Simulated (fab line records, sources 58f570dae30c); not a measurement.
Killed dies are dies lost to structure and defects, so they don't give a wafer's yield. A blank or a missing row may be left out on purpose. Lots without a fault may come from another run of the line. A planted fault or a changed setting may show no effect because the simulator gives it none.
Problem report in the 8D (eight disciplines) form, filled by code | flow berkeley_cmos170 | the parts of the form that need people (team, actions taken, sign-off) are left out

1. THE PROBLEM
PWELL_NITRIDE_THK at UCB170_PWELL_THK_MEAS_06 reads a mean of 162.6 nm on 6 wafers of 2 lots; wafers without a fault read 220.3 nm with a standard deviation of 2.2. That is -26 standard deviations from the usual mean.
First seen on wafer L346.1, day 4 13:50, on film_metro-03. The record holds 42 wafers of 14 lots with a number at this step. Rule for "out", or "out of limits": more than 4 standard deviations from the usual mean. The other wafers with a number count as sound.

2. WHAT IT IS AND WHAT IT IS NOT
question                    | is                           | is not
which readings at this step | PWELL_NITRIDE_THK            | -
which lots                  | L345, L346                   | L337, L339, L340, L341, L344, L351, L354, L356, L357, L358, L359, L360
which wafers of those lots  | all that have a number       | -
read on which gauges        | film_metro-03, film_metro-04 | film_metro-01
when                        | from day 4 13:50             | up to then (15 sound wafers); but 21 sound wafers of L351, L354, L356, L357, L358, L359, L360 came after

3. SUSPECTS, AND WHAT RULES EACH OUT
Counting: a tool at a process step up to the reading stays a suspect if it ran every lot that is out and no sound lot after the first of them.
- the gauge at UCB170_PWELL_THK_MEAS_06: ruled out. The wafers that are out were read on 2 gauges (film_metro-03, film_metro-04).
- lpcvd-02 at UCB170_PWELL_CVD_05 (deposits Si3N4 from SiH2Cl2/NH3, target thk 220 nm, time 3300 s): ruled out as a lasting fault. Sound lots L358, L359 ran on it after its first lot that is out, L345 (day 4 10:57).
Left after counting: nothing in the record.

4. THE CAUSE (what the simulator had put in)
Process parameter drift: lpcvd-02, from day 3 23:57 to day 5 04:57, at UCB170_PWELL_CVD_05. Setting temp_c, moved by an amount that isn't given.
Counting ruled it out, wrongly: the rule takes a fault to strike every lot that its tool runs from its start on, and this one did not.

5. THE CHAIN OF EFFECTS, in route order
Each row: a reading whose mean over the struck wafers that have a number lies more than 3 standard deviations from the usual. Only readings for which the record gives a usual standard deviation are gone through. hours: the time from each lot's start at the first step in this table that gives one to its start at this step, as a median over the lots. sigmas: the change in usual standard deviations.
hours | step                     | reading           | usual      | on struck wafers | change | sigmas
0     | UCB170_PWELL_CVD_05      | spike_tc_centre_C | 803.2 C    | 786.9            | -16.3  | -8.2
0     | UCB170_PWELL_CVD_05      | spike_tc_load_C   | 825.4 C    | 805.5            | -19.9  | -7.7
0     | UCB170_PWELL_CVD_05      | spike_tc_source_C | 822.5 C    | 803.7            | -18.8  | -11
0     | UCB170_PWELL_CVD_05      | susceptor_temp_C  | 799.9 C    | 782.9            | -17.0  | -49
3     | UCB170_PWELL_THK_MEAS_06 | PWELL_NITRIDE_THK | 220.3 nm   | 162.6            | -57.7  | -26
4     | UCB170_PWELL_ETCH_14     | oes_product_au    | 0.937 a.u. | 0.788            | -0.149 | -9.3
The process steps in it:
- UCB170_PWELL_CVD_05: deposits Si3N4 from SiH2Cl2/NH3, target thk 220 nm, time 3300 s.
- UCB170_PWELL_ETCH_14: etches Si3N4 in CH3F/Ar/O2, stops on SiO2, target depth 242 nm, time 151 s.
Later measuring or inspecting steps at which every struck wafer that the step has a row for has a number for every such reading, and none has moved that far: UCB170_ACTIVE_THK_MEAS_03, UCB170_GATE_OVL_MEAS_13, UCB170_NLDD_CD_MEAS_06.

6. WHAT WOULD HAVE CAUGHT IT SOONER
In this record the first reading out of limits at a measuring or inspecting step was taken at day 4 13:50, 14 hours after the fault began at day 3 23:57.
The tool's own readings at UCB170_PWELL_CVD_05 were out on every struck wafer that the step has a row for (spike_tc_centre_C, spike_tc_load_C, spike_tc_source_C, susceptor_temp_C): an alarm limit on them would have fired on the first of those.
